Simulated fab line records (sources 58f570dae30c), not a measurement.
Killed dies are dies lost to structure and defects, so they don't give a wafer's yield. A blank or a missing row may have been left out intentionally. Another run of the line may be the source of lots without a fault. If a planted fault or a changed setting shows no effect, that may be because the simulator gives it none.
The tool behind it: which one?	flow berkeley_cmos170	14 lots, 42 wafers sampled, at 4 steps of a route of 331

== WHAT THE GAUGES READ, wafer by wafer ==
UCB170_M3_CD_MEAS_90 targets a cd of 700 nm. Usual: cd_nm 700.2 nm, standard deviation 2.5.
lot	measured	on	cd_nm (nm)	flag
L717	day 9 16:31	cd_sem-02	701.4 703.3 699.6	
L720	day 10 05:47	cd_sem-01	699.7 694.2 701.4	
L718	day 10 05:52	cd_sem-01	699.8 701.3 697.6	
L719	day 10 08:42	cd_sem-02	700.7 698.3 696.6	
L724	day 11 00:15	cd_sem-01	699.6 700.6 697.8	
L726	day 11 00:42	cd_sem-02	701.3 705.0 702.5	
L727	day 11 01:32	cd_sem-01	699.2 698.6 702.2	
L725	day 11 01:54	cd_sem-01	699.4 697.8 697.6	
L729	day 11 08:10	cd_sem-01	697.7 698.9 700.3	
L732	day 12 00:45	cd_sem-02	699.2 705.3 703.3	
L733	day 12 03:02	cd_sem-02	699.1 695.0 700.4	
L737	day 13 01:03	cd_sem-01	706.0 698.9 704.8	
L736	day 13 02:56	cd_sem-02	699.5 700.0 699.4	
L739	day 13 09:25	cd_sem-01	696.6 694.4 699.6	

UCB170_M3_BOW_MEAS_20. Usual: M3_BOW 35 um, standard deviation 7.4.
lot	measured	on	M3_BOW (um)	flag
L717	day 9 16:38	film_metro-03	29 32 28	
L720	day 10 05:55	film_metro-02	51 38 37	
L718	day 10 06:07	film_metro-01	46 38 48	
L719	day 10 08:50	film_metro-02	32 31 32	
L724	day 11 00:22	film_metro-02	36 39 33	
L726	day 11 00:49	film_metro-01	30 24 36	
L727	day 11 01:40	film_metro-01	23 33 30	
L725	day 11 02:01	film_metro-03	38 34 31	
L729	day 11 08:17	film_metro-01	42 33 40	
L732	day 12 00:52	film_metro-02	35 36 22	
L733	day 12 03:10	film_metro-01	27 25 48	
L737	day 13 01:10	film_metro-03	39 38 39	
L736	day 13 03:03	film_metro-03	23 38 32	
L739	day 13 09:32	film_metro-03	37 42 26	

== EACH LOT AND THE TOOL THAT RAN IT (in order: tool; ch and the chambers of the sampled wafers; start) ==
lot	UCB170_V2_CMP_02	UCB170_M3_PRE_CLEAN_00
L717	cmp-01 ch 0,2,3, day 9 03:31	pvd_sputter-04, day 9 09:53
L720	cmp-01 ch 0,2, day 9 22:27	pvd_sputter-01, day 10 01:27
L718	cmp-02 ch 0,2, day 9 23:07	pvd_sputter-03, day 10 02:11
L719	cmp-02 ch 0,2, day 10 01:13	pvd_sputter-01, day 10 05:49
L724	cmp-02 ch 1,2,3, day 10 18:05	pvd_sputter-03, day 10 20:08
L726	cmp-02 ch 0,1,3, day 10 18:29	pvd_sputter-01, day 10 20:26
L727	cmp-02 ch 2,3, day 10 18:46	pvd_sputter-04, day 10 20:57
L725	cmp-02 ch 1,2,3, day 10 19:28	pvd_sputter-03, day 10 21:44
L729	cmp-02 ch 0,1,2, day 11 03:26	pvd_sputter-01, day 11 05:46
L732	cmp-01 ch 0,1, day 11 19:43	pvd_sputter-04, day 11 22:15
L733	cmp-02 ch 0,1,3, day 11 22:09	pvd_sputter-01, day 12 00:12
L737	cmp-02 ch 0,1,3, day 12 20:30	pvd_sputter-04, day 12 22:34
L736	cmp-02 ch 0,2,3, day 12 22:09	pvd_sputter-01, day 13 00:31
L739	cmp-02 ch 0,2, day 13 03:46	pvd_sputter-04, day 13 06:18
- UCB170_V2_CMP_02: polishes SiO2.
- UCB170_M3_PRE_CLEAN_00: preclean etch time 60 s.

== AS READ BY THE TOOLS THEMSELVES (means over the sampled wafers that have a number; for cases with no such wafer, the mark the record gives instead) ==
UCB170_V2_CMP_02. Usual: motor_current_A 17.4 A, standard deviation 1.6.
lot	tool	motor_current_A (A)	flag
L717	cmp-01	16.5	
L720	cmp-01	17.0	
L718	cmp-02	19.6	
L719	cmp-02	19.1	
L724	cmp-02	16.8	
L726	cmp-02	17.5	
L727	cmp-02	16.4	
L725	cmp-02	16.6	
L729	cmp-02	18.3	
L732	cmp-01	18.5	
L733	cmp-02	17.1	
L737	cmp-02	17.0	
L736	cmp-02	17.5	
L739	cmp-02	18.9	

== THE ANSWER, worked out from the rows above alone ==
Rule: a lot is off if the mean of its wafers that have a number lies more than 3 standard deviations from the usual mean. A lot without any number at a reading at which 4 lots or more have one is off too. Any other lot the step has rows for is counted as sound. Order of review: gauges by route order, followed by the tools' own readings, for which a lot's mean as printed above is used. The first step at which some lot is off is used, and at that step the reading that is off furthest; a lot without a number counts as furthest.
Across all readings shown, no lot is off: no conclusion can be drawn from this.

== WHAT THE SIMULATOR HAD PUT IN ==
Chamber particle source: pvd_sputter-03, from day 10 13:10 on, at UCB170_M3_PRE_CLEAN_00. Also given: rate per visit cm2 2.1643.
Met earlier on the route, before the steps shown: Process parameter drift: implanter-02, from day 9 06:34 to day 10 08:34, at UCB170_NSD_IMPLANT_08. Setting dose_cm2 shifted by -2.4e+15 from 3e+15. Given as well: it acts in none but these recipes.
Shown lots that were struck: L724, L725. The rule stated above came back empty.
